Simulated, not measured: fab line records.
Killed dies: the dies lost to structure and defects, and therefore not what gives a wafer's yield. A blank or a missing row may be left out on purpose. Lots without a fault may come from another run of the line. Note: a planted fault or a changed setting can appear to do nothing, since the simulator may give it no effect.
A lot that was struck, set against a sound lot | flow berkeleyCmos170 | 14 out of 331 route steps
Sound: the wafers L910.2, L910.5, L910.6. Wafers struck: L915.1, L915.2, L915.3. The cause is given at the end.
Per side, at each step with rows, come the tool, then ch with its chambers, and then its first start. Under that, the readings that differ: sound wafers | struck wafers | difference of the means | sigmas: that difference in standard deviations of wafers without a fault.
alike: readings with means less than 2 such deviations apart, plus words and numbers identical on both sides. not compared: withheld readings, readings lacking a value on some wafer, bounds such as >300 that could conceal the same value, and numbers that have no deviation in the record and whose values overlap.
Wherever a step has rows on one side only, a row that says differs or no value, or a row with sigmas, the two part there. Non-overlapping numbers with no deviation appear without sigmas and do not part them. A reading that every wafer of one side lacks parts them only if that side has two wafers or more.

first, 1 step without rows for these wafers: UCB170_NLDD_IMPLANT_09.
UCB170_NLDD_STRIP_10: strips in O2.
  sound on plasmaAsher-02 ch 0,1, day 7 19:58; struck on plasmaAsher-04 ch 0,1, day 9 02:13
  alike: chamberPressureMTorr, drypumpMotorCurrentA, oesProductAu, stripTimeToEndpointS
  not compared: rfHoursCounterH
UCB170_NLDD_TW_MEAS_11:
  sound on filmMetro-01, day 7 20:04; struck on filmMetro-04, day 9 02:19
  alike: NLDD_TW
then, 1 step without rows for these wafers: UCB170_NLDD_CLEAN_12 (cleans in SPM, time 600 s).
UCB170_SPACER_CVD_00: deposits SiO2 from TEOS/O2, target thk 376 nm, time 47 s.
  sound on pecvd-01 ch 0,1,2, day 7 20:18; struck on pecvd-03 ch 0,1,2, day 9 02:32
  alike: heaterPowerW
  not compared: sinceWetCleanH
UCB170_SPACER_THK_MEAS_01:
  sound on filmMetro-02, day 7 20:21; struck on filmMetro-02, day 9 02:35
  alike: SPACER_TEOS_THK
then, 1 step without rows for these wafers: UCB170_SPACER_ANNEAL_02 (time 1800 s).
UCB170_SPACER_ETCHBACK_03: etches SiO2 in CHF3/CF4/Ar, stops on Si, target depth 376 nm, time 100 s.
  sound on rieDiel-04 ch 1,2, day 8 02:17; struck on rieDiel-04 ch 1,2,3, day 9 10:55
  alike: chamberPressureMTorr, drypumpMotorCurrentA, oesProductAu, throttleValvePct
  not compared: rfHoursCounterH
then, 4 steps without rows for these wafers: UCB170_PSD_HMDS_00 (prime time 60 s); UCB170_PSD_COAT_01 (resist thk 900 nm); UCB170_PSD_SOFTBAKE_02 (time 60 s); UCB170_PSD_EXPOSE_03 (exposes mask PSELECT MOD, target cd 1200 nm).
UCB170_PSD_PEB_04:
  sound on lithoTrack-01 ch 0, day 8 03:11; struck on lithoTrack-01, day 9 12:42
  no value came back on the struck wafers for chillPlateTempC (C), exhaustPa (Pa); on the sound wafers chillPlateTempC (C) reads 23.01 22.98 22.91
then, 1 step without rows for these wafers: UCB170_PSD_DEVELOP_05 (develop time 45 s).

## WHERE THEY PART
UCB170_PSD_PEB_04 only, going by this record.

WHY: what the simulator had put in
Skipped step whole: lithoTrack-01, from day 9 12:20 on, at UCB170_PSD_PEB_04. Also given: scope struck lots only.
